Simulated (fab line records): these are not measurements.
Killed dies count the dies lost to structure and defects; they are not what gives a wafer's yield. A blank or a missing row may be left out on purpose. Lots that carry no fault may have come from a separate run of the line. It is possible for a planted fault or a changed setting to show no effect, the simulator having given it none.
fab line records + flow rit-cmos
record:
- lots: 13
- wafers: 39
- last-day: 7
route steps=202 shown ACTIVE@1 PWELL@52 PSD@151 M1@202
lots that met no fault: taken from a fault-free run of the same line
start-h: start of the lot's first displayed wafer, in hours after the record's first day + wait-h: hours from the lot's prior step to this one + " identical to the entry in the row above + L1.1+2: one row covering several wafers at once + - either no value or no given start + * or withheld: withheld + < > ~ a bound
route shown NAME@n: names a module that has steps shown in the file, with the first one's number in the route + usual: mean/standard deviation of fault-free wafers + same: alike in all rows + chamber/n: place in a boat + sites: the reading at each site + _std_site: how widely they spread, as a standard deviation + _edge_site: inner sites' mean taken away from outer sites' mean + radius-mm: how far each site lies from the wafer's centre + mask NAME#n: copy n + behind: the tool/chamber that last shaped the wafer + hold: what put the lot on hold/how long, in hours/how the hold closed + device: transistor that didn't switch, given as n, p or np + end of line: the same wafers' tests at the end of the route + a step given without rows: its recipe and nothing more + killed: count of dies lost to structure and defects at first sort (not the wafer's yield) + map: the dies of a wafer, with x for killed, . for not killed, _ for no die there
set.NAME: setting as actually run; set.NAME@STEP: the setting as run at that earlier step + model.NAME: the simulator's own value behind a step, which no gauge read
the route's steps for a sample of lots (tables are steps, rows are wafers)
services: when a tool's chamber went out of use (start-h, in hours from the record's first day, below 0 if earlier), for how many hours, and the reason
== steps ==
step: RIT_ACTIVE_BOW_MEAS_00
recipe:
- mode: bow
usual:
- INCOMING_BOW: 1/6.8
| lot.wafer | tool          | chamber | start-h | wait-h | INCOMING_BOW[um] |
|-----------|---------------|---------|---------|--------|------------------|
| L914.1    | film-metro-02 | -       | 10.00   | -      | -8               |
| L914.2    | "             | -       | "       | "      | -4               |
| L914.6    | "             | -       | "       | "      | -2               |
| L915.1    | film-metro-01 | -       | 15.00   | -      | 1                |
| L915.2    | "             | -       | "       | "      | -1               |
| L915.4    | "             | -       | "       | "      | 6                |
| L916.3    | film-metro-04 | -       | 20.04   | -      | 0                |
| L916.4    | "             | -       | "       | "      | -9               |
| L916.5    | "             | -       | "       | "      | 4                |
| L917.1    | film-metro-04 | -       | 25.00   | -      | 9                |
| L917.3    | "             | -       | "       | "      | 8                |
| L917.4    | "             | -       | "       | "      | 11               |
| L919.2    | film-metro-01 | -       | 35.02   | -      | 6                |
| L919.4    | "             | -       | "       | "      | 8                |
| L919.5    | "             | -       | "       | "      | -6               |
| L920.3    | film-metro-02 | -       | 40.04   | -      | 13               |
| L920.4    | "             | -       | "       | "      | -3               |
| L920.5    | "             | -       | "       | "      | -7               |
| L921.1    | film-metro-04 | -       | 45.00   | -      | 2                |
| L921.3    | "             | -       | "       | "      | 0                |
| L921.5    | "             | -       | "       | "      | 11               |
| L922.1    | film-metro-04 | -       | 50.00   | -      | -8               |
| L922.3    | "             | -       | "       | "      | -1               |
| L922.6    | "             | -       | "       | "      | 11               |
| L925.4    | film-metro-01 | -       | 65.06   | -      | -1               |
| L925.5    | "             | -       | "       | "      | -8               |
| L925.6    | "             | -       | "       | "      | 3                |
| L934.1    | film-metro-02 | -       | 110.00  | -      | 4                |
| L934.2    | "             | -       | "       | "      | 3                |
| L934.6    | "             | -       | "       | "      | 0                |
| L935.1    | film-metro-02 | -       | 115.00  | -      | 3                |
| L935.2    | "             | -       | "       | "      | -5               |
| L935.5    | "             | -       | "       | "      | -3               |
| L936.2    | film-metro-02 | -       | 120.02  | -      | 5                |
| L936.3    | "             | -       | "       | "      | -8               |
| L936.5    | "             | -       | "       | "      | -9               |
| L937.1    | film-metro-01 | -       | 125.00  | -      | -13              |
| L937.2    | "             | -       | "       | "      | -1               |
| L937.4    | "             | -       | "       | "      | -4               |
step: RIT_ACTIVE_EXPOSE_08
recipe:
- mask-id: M1
- na: 0.6
- source-shape: conventional
- sigma-outer: 0.6
- target-cd-nm: 1400
- dose-mj: 225
| lot.wafer  | tool             | chamber | start-h | wait-h | mask    |
|------------|------------------|---------|---------|--------|---------|
| L914.1+2+6 | iline-stepper-01 | 0       | 14.04   | 0.1    | M1#0    |
| L915.1+2+4 | iline-stepper-01 | 0       | 19.04   | 0.1    | M1#0    |
| L916.3+4+5 | iline-stepper-01 | 0       | 24.08   | 0.1    | M1#0    |
| L917.1+3+4 | iline-stepper-02 | 0       | 29.16   | 0.2    | M1#0    |
| L919.2+4+5 | iline-stepper-02 | 0       | 40.65   | 0.1    | M1#0    |
| L920.3+4+5 | iline-stepper-02 | 0       | 44.08   | 0.1    | M1#0    |
| L921.1+3+5 | iline-stepper-02 | 0       | 49.12   | 0.1    | M1#0    |
| L922.1+3+6 | iline-stepper-02 | 0       | 54.04   | 0.1    | M1#0    |
| L925.4+5+6 | iline-stepper-02 | 0       | 69.99   | 0.1    | M1_R1#0 |
| L934.1+2+6 | iline-stepper-01 | 0       | 114.40  | 0.2    | M1#0    |
| L935.1+2+5 | iline-stepper-01 | 0       | 119.04  | 0.1    | M1#0    |
| L936.2+3+5 | iline-stepper-01 | 0       | 124.83  | 0.1    | M1#0    |
| L937.1+2+4 | iline-stepper-02 | 0       | 130.06  | 0.2    | M1#0    |
step: RIT_ACTIVE_CD_MEAS_11
recipe:
- target-cd-nm: 1400
usual:
- cd-nm: 1399.8/2.4
| lot.wafer | tool      | chamber | start-h | wait-h | cd-nm  |
|-----------|-----------|---------|---------|--------|--------|
| L914.1    | cd-sem-02 | -       | 14.44   | -      | 1400.2 |
| L914.2    | "         | -       | "       | "      | 1399.4 |
| L914.6    | "         | -       | "       | "      | 1396.9 |
| L915.1    | cd-sem-02 | -       | 19.44   | -      | 1401.6 |
| L915.2    | "         | -       | "       | "      | 1400.9 |
| L915.4    | "         | -       | "       | "      | 1402.0 |
| L916.3    | cd-sem-01 | -       | 24.48   | -      | 1398.7 |
| L916.4    | "         | -       | "       | "      | 1399.2 |
| L916.5    | "         | -       | "       | "      | 1399.9 |
| L917.1    | cd-sem-02 | -       | 29.56   | -      | 1399.1 |
| L917.3    | "         | -       | "       | "      | 1397.4 |
| L917.4    | "         | -       | "       | "      | 1399.8 |
| L919.2    | cd-sem-01 | -       | 41.05   | -      | 1403.0 |
| L919.4    | "         | -       | "       | "      | 1400.9 |
| L919.5    | "         | -       | "       | "      | 1400.0 |
| L920.3    | cd-sem-01 | -       | 44.48   | -      | 1398.8 |
| L920.4    | "         | -       | "       | "      | 1398.5 |
| L920.5    | "         | -       | "       | "      | 1395.1 |
| L921.1    | cd-sem-01 | -       | 49.52   | -      | 1398.5 |
| L921.3    | "         | -       | "       | "      | 1397.7 |
| L921.5    | "         | -       | "       | "      | 1397.6 |
| L922.1    | cd-sem-02 | -       | 54.44   | -      | 1400.0 |
| L922.3    | "         | -       | "       | "      | 1403.7 |
| L922.6    | "         | -       | "       | "      | 1402.1 |
| L925.4    | cd-sem-02 | -       | 70.41   | -      | 1275.4 |
| L925.5    | "         | -       | "       | "      | 1275.2 |
| L925.6    | "         | -       | "       | "      | 1277.6 |
| L934.1    | cd-sem-01 | -       | 114.80  | -      | 1404.1 |
| L934.2    | "         | -       | "       | "      | 1403.3 |
| L934.6    | "         | -       | "       | "      | 1403.1 |
| L935.1    | cd-sem-02 | -       | 119.44  | -      | 1398.3 |
| L935.2    | "         | -       | "       | "      | 1397.7 |
| L935.5    | "         | -       | "       | "      | 1397.8 |
| L936.2    | cd-sem-02 | -       | 125.33  | -      | 1401.9 |
| L936.3    | "         | -       | "       | "      | 1403.8 |
| L936.5    | "         | -       | "       | "      | 1401.3 |
| L937.1    | cd-sem-01 | -       | 130.46  | -      | 1402.1 |
| L937.2    | "         | -       | "       | "      | 1401.9 |
| L937.4    | "         | -       | "       | "      | 1401.9 |
step: RIT_WELLDRIVE_RS_MEAS_02
recipe:
- thk-meas-gauge: four-point-probe
usual:
- PWELL_RS: 430.1/1.3
| lot.wafer | tool          | chamber | start-h | wait-h | PWELL_RS[ohm/sq] |
|-----------|---------------|---------|---------|--------|------------------|
| L914.1    | film-metro-03 | -       | 29.17   | 0.1    | 428.4            |
| L914.2    | "             | -       | "       | "      | 429.2            |
| L914.6    | "             | -       | "       | "      | 428.6            |
| L915.1    | film-metro-03 | -       | 32.76   | 0.1    | 433.0            |
| L915.2    | "             | -       | "       | "      | 431.8            |
| L915.4    | "             | -       | "       | "      | 433.4            |
| L916.3    | film-metro-02 | -       | 38.33   | 0.1    | 430.9            |
| L916.4    | "             | -       | "       | "      | 430.2            |
| L916.5    | "             | -       | "       | "      | 429.2            |
| L917.1    | film-metro-01 | -       | 44.00   | 0.1    | 429.2            |
| L917.3    | "             | -       | "       | "      | 431.4            |
| L917.4    | "             | -       | "       | "      | 429.4            |
| L919.2    | film-metro-01 | -       | 55.13   | 0.1    | 429.7            |
| L919.4    | "             | -       | "       | "      | 430.3            |
| L919.5    | "             | -       | "       | "      | 430.0            |
| L920.3    | film-metro-03 | -       | 57.72   | 0.1    | 431.0            |
| L920.4    | "             | -       | "       | "      | 429.9            |
| L920.5    | "             | -       | "       | "      | 430.7            |
| L921.1    | film-metro-01 | -       | 63.99   | 0.1    | 428.2            |
| L921.3    | "             | -       | "       | "      | 428.9            |
| L921.5    | "             | -       | "       | "      | 428.2            |
| L922.1    | film-metro-03 | -       | 74.09   | 0.1    | 431.5            |
| L922.3    | "             | -       | "       | "      | 430.7            |
| L922.6    | "             | -       | "       | "      | 431.3            |
| L925.4    | film-metro-03 | -       | 86.92   | 0.1    | 432.4            |
| L925.5    | "             | -       | "       | "      | 431.4            |
| L925.6    | "             | -       | "       | "      | 430.3            |
| L934.1    | film-metro-03 | -       | 128.05  | 0.1    | 431.3            |
| L934.2    | "             | -       | "       | "      | 431.5            |
| L934.6    | "             | -       | "       | "      | 430.9            |
| L935.1    | film-metro-03 | -       | 133.13  | 0.1    | 429.0            |
| L935.2    | "             | -       | "       | "      | 428.4            |
| L935.5    | "             | -       | "       | "      | 429.6            |
| L936.2    | film-metro-03 | -       | 138.88  | 0.1    | 430.9            |
| L936.3    | "             | -       | "       | "      | 430.2            |
| L936.5    | "             | -       | "       | "      | 430.1            |
| L937.1    | film-metro-02 | -       | 144.16  | 0.1    | 429.6            |
| L937.2    | "             | -       | "       | "      | 428.5            |
| L937.4    | "             | -       | "       | "      | 428.7            |
step: RIT_PSD_STRIP_09
recipe:
- chemistry: O2
- time-s: 180
- resist: NOVOLAK
- platen-temp-c: withheld
- power-w: 500
- pressure-mtorr: 4000
- o2-flow-sccm: 4000
usual:
- drypump-motor-current-A: 5.8/0.6
| lot.wafer | tool            | chamber | start-h | wait-h | drypump-motor-current-A | rf-hours-counter-h |
|-----------|-----------------|---------|---------|--------|-------------------------|--------------------|
| L914.1    | plasma-asher-02 | 1       | 50.84   | 0.1    | 6.5                     | 25                 |
| L914.2    | "               | 0       | "       | "      | 6.0                     | 25                 |
| L914.6    | "               | 1       | "       | "      | 6.5                     | -                  |
| L915.1    | plasma-asher-01 | 0       | 53.98   | 0.1    | 5.4                     | 43                 |
| L915.2    | "               | 1       | "       | "      | 4.8                     | 43                 |
| L915.4    | "               | 0       | "       | "      | 5.4                     | -                  |
| L916.3    | plasma-asher-04 | 0       | 58.30   | 0.1    | 6.2                     | -                  |
| L916.4    | "               | 1       | "       | "      | 5.0                     | -                  |
| L916.5    | "               | 0       | "       | "      | 6.2                     | -                  |
| L917.1    | plasma-asher-02 | 1       | 65.57   | 0.1    | 6.5                     | 27                 |
| L917.3    | "               | 0       | "       | "      | 6.0                     | -                  |
| L917.4    | "               | 1       | "       | "      | 6.5                     | -                  |
| L919.2    | plasma-asher-01 | 1       | 75.87   | 0.1    | 4.8                     | 45                 |
| L919.4    | "               | 1       | "       | "      | 4.8                     | -                  |
| L919.5    | "               | 1       | "       | "      | 4.8                     | -                  |
| L920.3    | plasma-asher-01 | 0       | 81.08   | 0.1    | 5.4                     | -                  |
| L920.4    | "               | 1       | "       | "      | 4.8                     | -                  |
| L920.5    | "               | 0       | "       | "      | 5.4                     | -                  |
| L921.1    | plasma-asher-02 | 0       | 84.68   | 0.1    | 6.0                     | 29                 |
| L921.3    | "               | 1       | "       | "      | 6.5                     | -                  |
| L921.5    | "               | 0       | "       | "      | 6.0                     | -                  |
| L922.1    | plasma-asher-01 | 0       | 95.32   | 0.1    | 5.3                     | 47                 |
| L922.3    | "               | 1       | "       | "      | 4.8                     | -                  |
| L922.6    | "               | 1       | "       | "      | 4.8                     | -                  |
| L925.4    | plasma-asher-04 | 1       | 111.17  | 0.1    | 5.0                     | -                  |
| L925.5    | "               | 1       | "       | "      | 5.0                     | -                  |
| L925.6    | "               | 0       | "       | "      | 6.2                     | -                  |
| L934.1    | plasma-asher-01 | 1       | 149.16  | 0.1    | 4.8                     | 2                  |
| L934.2    | "               | 0       | "       | "      | 5.3                     | 2                  |
| L934.6    | "               | 1       | "       | "      | 4.8                     | -                  |
| L935.1    | plasma-asher-02 | 0       | 153.98  | 0.1    | 6.0                     | 37                 |
| L935.2    | "               | 1       | "       | "      | 6.5                     | 37                 |
| L935.5    | "               | 1       | "       | "      | 6.5                     | -                  |
| L936.2    | plasma-asher-04 | 0       | 160.28  | 0.1    | 6.1                     | 53                 |
| L936.3    | "               | 1       | "       | "      | 5.0                     | -                  |
| L936.5    | "               | 1       | "       | "      | 5.0                     | -                  |
| L937.1    | plasma-asher-02 | 0       | 163.86  | 0.1    | 6.0                     | 38                 |
| L937.2    | "               | 1       | "       | "      | 6.5                     | 38                 |
| L937.4    | "               | 1       | "       | "      | 6.5                     | -                  |
step: RIT_M1_PROBE_99
usual:
- killed-at-contacts: 0.1/0.27
- killed-at-front-end: 7/3
- killed-dies: 7.0/3
- killed-open: 3.5/2.1
- killed-short: 3.4/1.9
same:
- gross-dies: 264
- killed_at_M0_to_M3: 0
- killed_at_M4_up: 0
- killed-at-back-side: 0
- killed-at-other: 0
| lot.wafer | tool      | chamber | start-h | wait-h | killed-at-contacts | killed-at-front-end | killed-dies | killed-open | killed-short |
|-----------|-----------|---------|---------|--------|--------------------|---------------------|-------------|-------------|--------------|
| L925.4    | prober-02 | -       | 119.55  | 0.2    | 0                  | 3                   | 3           | 2           | 0            |
| L925.5    | prober-02 | -       | 119.60  | 0.2    | 0                  | 3                   | 3           | 2           | 0            |
| L925.6    | prober-02 | -       | 119.65  | 0.2    | 0                  | 5                   | 5           | 0           | 5            |
| L935.1    | prober-02 | -       | 163.67  | 0.1    | 0                  | 10                  | 10          | 4           | 6            |
| L935.2    | prober-02 | -       | 163.72  | 0.1    | 0                  | 5                   | 5           | 2           | 3            |
| L935.5    | prober-02 | -       | 163.87  | 0.2    | 0                  | 7                   | 7           | 3           | 4            |
killed by level:class
L925.4 FOX1:geometric-particle:open=1 REOX:geometric-particle:open=1 ACTIVE:area-expose=1
L925.5 GATE:geometric-particle:open=1 SILICIDE:geometric-particle:open=1 ACTIVE:area-expose=1
L925.6 FOX1:geometric-particle:short=1 GATE:geometric-particle:short=1 REOX:geometric-particle:short=1 SPACER:geometric-particle:short=1 SILICIDE:geometric-particle:short=1
L935.1 GATE:geometric-particle:short=2 FOX1:geometric-particle:open=1 FOX1:geometric-particle:short=1 FOX2:geometric-particle:short=1 FOX2:geometric-particle:open=1 GATE:geometric-particle:open=1 REOX:geometric-particle:short=1 REOX:geometric-particle:open=1
L935.2 GATE:geometric-particle:open=2 GATE:geometric-particle:short=2 SILICIDE:geometric-particle:short=1
L935.5 GATE:geometric-particle:open=3 REOX:geometric-particle:short=2 GATE:geometric-particle:short=1 SPACER:geometric-particle:short=1
== services ==
| tool             | chamber | start-h | hours | kind        |
|------------------|---------|---------|-------|-------------|
| iline-stepper-02 | -       | 14.60   | 6.4   | repair      |
| plasma-asher-02  | -       | 31.32   | 2.8   | pm          |
| iline-stepper-01 | -       | 37.26   | 26.9  | repair      |
| iline-stepper-01 | -       | 64.20   | 1.7   | pm          |
| iline-stepper-01 | 0       | 69.91   | -     | calibration |
| iline-stepper-01 | -       | 105.50  | 5.6   | repair      |
| plasma-asher-01  | -       | 108.87  | 9.0   | pm          |
| plasma-asher-01  | 0       | 108.87  | 9.0   | vent-cycle  |
| plasma-asher-01  | 1       | 108.87  | 9.0   | vent-cycle  |
| plasma-asher-01  | -       | 117.87  | 2.8   | pm          |
| plasma-asher-01  | 0       | 117.87  | -     | clean       |
| plasma-asher-01  | 1       | 117.87  | -     | clean       |
| plasma-asher-01  | -       | 120.62  | 14.6  | pm          |
| iline-stepper-02 | 0       | 162.87  | -     | calibration |
== key ==
first-sign:
- step: RIT_ACTIVE_EXPOSE_08
- reading: mask
- direction: changed
effect:
- step: RIT_ACTIVE_CD_MEAS_11
- reading: cd-nm
- direction: down
- sigmas: 51
- usual: 1399.8
- struck: 1276.1
met-at RIT_ACTIVE_EXPOSE_08
struck-lots L925
tester-left-out L925
not-acting-at RIT_ACTIVE_BOW_MEAS_00,RIT_WELLDRIVE_RS_MEAS_02,RIT_PSD_STRIP_09
onset-between 54.04 69.99
fault:
- kind: wrong-mask
- tool: any
- chamber: -
- onset-h: 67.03
- steps: RIT_ACTIVE_EXPOSE_08
- aux-copy: M1_R1#0
- cd-offset-nm: -120
- scope: struck-lots-only
tester-left-out: of these lots the tester's yield and bins aren't shown, on N5 and GAA mostly nor the transistor test; their killed dies are dies lost to structure and defects alone, not to doping, threshold or leakage, so they don't give the yield
